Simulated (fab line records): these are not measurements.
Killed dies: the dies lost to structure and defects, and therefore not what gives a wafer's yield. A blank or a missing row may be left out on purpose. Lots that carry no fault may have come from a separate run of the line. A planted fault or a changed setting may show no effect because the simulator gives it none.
2 desks looking at one fault / flow rit-cmos / each desk holds nothing but its own numbers, with what lay behind them at the end

== THE TOOL OWNER'S DESK: litho-track-02 ==
At RIT_ACTIVE_SOFTBAKE_07 (time 60 s), the tool's own readings, given per lot that ran on this tool as the mean of the sampled wafers with a number. If a lot's mean is further than 4 standard deviations from the usual mean, the lot is out of limits and carries the mark OUT (the distance appears in the brackets).
Columns: A = heater-power-total-W at RIT_ACTIVE_SOFTBAKE_07, usual 34.56 W; B = plate-temp-C at RIT_ACTIVE_SOFTBAKE_07, usual 90.00 C
lot=L325; first seen here=day 1 18:55; A=34.57; B=89.97
lot=L330; first seen here=day 2 20:40; A=34.57; B=89.96
lot=L335; first seen here=day 3 22:08; A=39.47 (+89) OUT; B=99.02 (+75) OUT
lot=L336; first seen here=day 4 07:05; A=39.51 (+90) OUT; B=99.16 (+76) OUT
This desk's verdict: out of limits on L335, L336, starting with L335 at day 3 22:08 (heater-power-total-W at RIT_ACTIVE_SOFTBAKE_07). Within limits: L325, L330.

== THE METROLOGY DESK ==
What the gauges read, lot by lot, whatever tool the lot ran on: means of the sampled wafers that have a number. If a lot's mean is further than 4 standard deviations from the usual mean, the lot is out of limits and carries the mark OUT (the distance appears in the brackets).
Columns: A = INCOMING_BOW at RIT_ACTIVE_BOW_MEAS_00, usual 0 um; B = PRETRO_OVL at RIT_PRETRO_OVL_MEAS_06, usual 1.0 nm
lot=L324; first seen here=day 1 10:01; A=1; B=2.1
lot=L325; first seen here=day 1 15:01; A=7; B=0.9
lot=L327; first seen here=day 2 01:00; A=-2; B=1.3
lot=L328; first seen here=day 2 06:00; A=-1; B=1.0
lot=L330; first seen here=day 2 16:04; A=-0; B=1.9
lot=L332; first seen here=day 3 02:00; A=1; B=0.1
lot=L335; first seen here=day 3 17:01; A=3; B=0.3
lot=L336; first seen here=day 3 22:00; A=-2; B=1.1
lot=L340; first seen here=day 4 18:00; A=0; B=2.3
lot=L341; first seen here=day 4 23:00; A=3; B=2.5
lot=L343; first seen here=day 5 09:00; A=-5; B=-0.4
lot=L344; first seen here=day 5 14:00; A=-2; B=-0.3
lot=L345; first seen here=day 5 19:00; A=-0; B=-0.2
lot=L346; first seen here=day 6 00:01; A=2; B=1.3
This desk found nothing out of limits on any of the 14 lots.

== BROUGHT TOGETHER ==
On L335, L336, at day 3 22:08, an alarm was possible from the tool owner's desk.
At the metrology desk, nothing out of limits was observed.
The metrology desk holds a record of L335, L336, inside its limits.
Of the lots named, all ran RIT_ACTIVE_SOFTBAKE_07 on litho-track-02.

== WHAT HAD BEEN PUT IN BY THE SIMULATOR ==
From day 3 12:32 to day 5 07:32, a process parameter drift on litho-track-02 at RIT_ACTIVE_SOFTBAKE_07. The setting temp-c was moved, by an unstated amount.
Struck lots among those shown: L335, L336.
Hours from the fault's start to each desk's first reading out of limits: the tool owner's desk, 10.
